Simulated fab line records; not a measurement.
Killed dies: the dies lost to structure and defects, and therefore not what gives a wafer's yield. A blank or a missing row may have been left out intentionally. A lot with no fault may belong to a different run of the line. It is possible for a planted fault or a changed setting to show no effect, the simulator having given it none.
A struck lot beside a sound one | flow ritCmos | 42 steps out of a route of 202
Sound: wafers L335.3, L335.5, L335.6. Struck: wafer L350.2 (L350.1, L350.6, from the same lot, were not struck and are left out); the cause is given at the end.
Order at every step that has rows: each side's tool, ch and its chambers, its first start. Under that, the readings that differ: sound wafers | struck wafers | difference of the means | sigmas: that difference in standard deviations of wafers without a fault.
alike: same words and numbers on both sides, and readings whose means sit less than 2 such deviations apart. not compared: any withheld reading, any reading some wafer has no value for, any bound like >300 that may hide the same value, and any number with overlapping values for which the record gives no deviation.
Wherever a step has rows on one side only, a row that says differs or no value, or a row with sigmas, the two part there. When numbers do not overlap yet have no deviation, they are printed without sigmas and do not part them. A reading missing from all wafers of one side parts the sides only when that side holds two or more wafers.

RIT_SDANNEAL_RTA_03: time 5 s.
  sound on rtpAnneal-02 ch 0, day 3 04:17; struck on rtpAnneal-02 ch 0, day 6 07:31
reading     | sound                | struck | difference | sigmas
rampUpCPerS | 342.06 342.17 341.94 | 341.89 | -0.17      | -3
  alike: rampDownCPerS, wafer_temp_C_max
RIT_SDANNEAL_RS_MEAS_04: a four-point-probe measurement.
  sound on filmMetro-02 at day 3 04:22; struck on filmMetro-04 at day 6 07:34
  alike: PSD_RS
RIT_SDANNEAL_RS_MEAS_05: a four-point-probe measurement.
  sound on filmMetro-02 at day 3 04:29; struck on filmMetro-04 at day 6 07:41
  alike: NSD_RS
RIT_SDANNEAL_RS_MEAS_06: a four-point-probe measurement.
  sound on filmMetro-02 at day 3 04:37; struck on filmMetro-04 at day 6 07:49
  alike: PLDD_RS
RIT_SDANNEAL_RS_MEAS_07: a four-point-probe measurement.
  sound on filmMetro-02 at day 3 04:44; struck on filmMetro-04 at day 6 07:56
  alike: NLDD_RS
then, 1 step without rows for these wafers: RIT_SILICIDE_WET_ETCH_00 (etches SiO2 in BOE, target depth 14 nm, time 15 s).
RIT_SILICIDE_SPUTTER_01: material Ti, target thk 30 nm, time 240 s.
  sound on pvdSputter-02 at day 3 04:49; struck on pvdSputter-03 at day 6 08:04
  alike: throttleValvePct
RIT_SILICIDE_RS_MEAS_02: a four-point-probe measurement.
  sound on filmMetro-04 at day 3 05:01; struck on filmMetro-04 at day 6 08:13
  alike: SILICIDE_TI_RS
RIT_SILICIDE_THK_MEAS_03: measures by xrf.
  sound on filmMetro-04 at day 3 05:07; struck on filmMetro-04 at day 6 08:20
  alike: SILICIDE_TI_THK
RIT_SILICIDE_RTA_04: time 10 s, ramp up 5 s, ramp down 5 s.
  sound on rtpAnneal-01 ch 0, day 3 05:11; struck on rtpAnneal-01 ch 0, day 6 08:23
  alike: wafer_temp_C_max
then, 1 step without rows for these wafers: RIT_SILICIDE_WET_ETCH_05 (etches Ti in SPM, time 120 s).
RIT_SILICIDE_RTA_06: time 10 s, ramp up 5 s, ramp down 10 s.
  sound on rtpAnneal-02 ch 0, day 3 05:17; struck on rtpAnneal-02 ch 0, day 6 08:30
  alike: wafer_temp_C_max
RIT_CONTACT_CVD_00: deposits SiO2 from TEOS, target thk 400 nm, time 61 s.
  sound on pecvd-04 ch 0,1,2, day 3 05:20; struck on pecvd-04 ch 0, day 6 08:34
reading                                 | sound           | struck | difference | sigmas
model.SiO2_of_CONTACT_CVD_00.thkNm (nm) | 392.8 406.1 399 | 376.3  | -23.0      | 
  alike: heaterPowerW
RIT_CONTACT_THK_MEAS_01:
  sound on filmMetro-04 at day 3 05:24; struck on filmMetro-04 at day 6 08:51
reading               | sound       | struck | difference | sigmas
CONTACT_TEOS_THK (nm) | 392 406 399 | 376    | -23        | -4
  not compared: hold
then, 5 steps without rows for these wafers: RIT_CONTACT_COAT_03 (resist thk 1000 nm); RIT_CONTACT_SOFTBAKE_04 (time 60 s); RIT_CONTACT_EXPOSE_05 (exposes mask M11, target cd 1000 nm); RIT_CONTACT_PEB_06; RIT_CONTACT_DEVELOP_07 (develop time 120 s).
RIT_CONTACT_CD_MEAS_08: target cd 1000 nm.
  sound on cdSem-02 at day 3 06:47; struck on cdSem-02 at day 6 14:08
  alike: cdNm
RIT_CONTACT_OVL_MEAS_09:
  sound on overlay-02 at day 3 06:52; struck on overlay-01 at day 6 14:15
  alike: CONTACT_OVL
then, 1 step without rows for these wafers: RIT_CONTACT_HARDBAKE_10 (time 60 s).
RIT_CONTACT_ETCH_11: etches SiO2 in CHF3/CF4/Ar, stops on TiSi2, target depth 480 nm, time 320 s.
  sound on rieDiel-04 ch 0,1,3, day 3 07:07; struck on rieDiel-04 ch 3, day 6 14:28
reading                           | sound           | struck | difference | sigmas
model.etch.depthNm (nm)           | 392.8 406.1 399 | 376.3  | -23.0      | 
model.CONTACT.featureDepthNm (nm) | 392.8 406.1 399 | 376.3  | -23.0      | 
  alike: drypumpMotorCurrentA, oesProductAu, throttleValvePct
  not compared: rfHoursCounterH
RIT_CONTACT_STRIP_12: strips in O2, time 180 s.
  sound on plasmaAsher-04 ch 0,1, day 3 07:22; struck on plasmaAsher-04 ch 0, day 6 14:39
reading             | sound | struck | difference                   | sigmas
rfHoursCounterH (h) | - - - | 35     | no value on the sound wafers | 
  alike: drypumpMotorCurrentA
RIT_CONTACT_CD_MEAS_90: target cd 1000 nm.
  sound on cdSem-02 at day 3 07:31; struck on cdSem-02 at day 6 14:50
  alike: cdNm
then, 3 steps without rows for these wafers: RIT_CONTACT_CLEAN_13 (cleans in SC1, time 600 s); RIT_CONTACT_CLEAN_14 (cleans in SC2, time 600 s); RIT_M1_SPUTTER_00 (material Al, target thk 400 nm, time 500 s).
RIT_M1_RS_MEAS_01: a four-point-probe measurement.
  sound on filmMetro-04 at day 3 08:18; struck on filmMetro-04 at day 6 15:40
reading           | sound                | struck | difference | sigmas
M1_AL_RS (ohm/sq) | 0.0735 0.0723 0.0742 | 0.0757 | +0.0024    | +2
RIT_M1_THK_MEAS_02: measures by xrf.
  sound on filmMetro-04 at day 3 08:24; struck on filmMetro-04 at day 6 15:47
reading        | sound       | struck | difference | sigmas
M1_AL_THK (nm) | 402 411 402 | 390    | -15        | -2
then, 6 steps without rows for these wafers: RIT_M1_HMDS_03 (prime time 60 s); RIT_M1_COAT_04 (resist thk 1300 nm); RIT_M1_SOFTBAKE_05 (time 60 s); RIT_M1_EXPOSE_06 (exposes mask M12, target cd 2600 nm); RIT_M1_PEB_07; RIT_M1_DEVELOP_08 (develop time 68 s).
RIT_M1_CD_MEAS_09: target cd 2600 nm.
  sound on cdSem-01 at day 3 09:29; struck on cdSem-01 at day 6 16:43
  alike: cdNm
RIT_M1_OVL_MEAS_10:
  sound on overlay-02 at day 3 09:35; struck on overlay-02 at day 6 16:50
  alike: M1_OVL
then, 1 step without rows for these wafers: RIT_M1_HARDBAKE_11 (time 120 s).
RIT_M1_METAL_ETCH_12: etches Al in Cl2/BCl3, stops on SiO2, time 165 s, target depth 600 nm.
  sound on rieMetal-03 ch 0,1, day 3 09:55; struck on rieMetal-03 ch 1, day 6 17:08
reading                                 | sound             | struck | difference                   | sigmas
oesProductAu (a.u.)                     | 0.773 0.785 0.764 | 0.750  | -0.024                       | -3
rfHoursCounterH (h)                     | - - -             | 4      | no value on the sound wafers | 
model.SiO2_of_CONTACT_CVD_00.thkNm (nm) | 357.5 370.5 362.1 | 339.4  | -24.0                        | 
  alike: drypumpMotorCurrentA, throttleValvePct
then, 1 step without rows for these wafers: RIT_M1_STRIP_13 (strips in nmp, time 600 s).
RIT_M1_PROBE_99:
  record: rows for the struck wafers here (prober-02, day 6 19:26), none for the sound ones

WHERE THEY PART
Earliest at RIT_SDANNEAL_RTA_03; latest, in this record, at RIT_M1_PROBE_99.

WHY: what had been put in by the simulator
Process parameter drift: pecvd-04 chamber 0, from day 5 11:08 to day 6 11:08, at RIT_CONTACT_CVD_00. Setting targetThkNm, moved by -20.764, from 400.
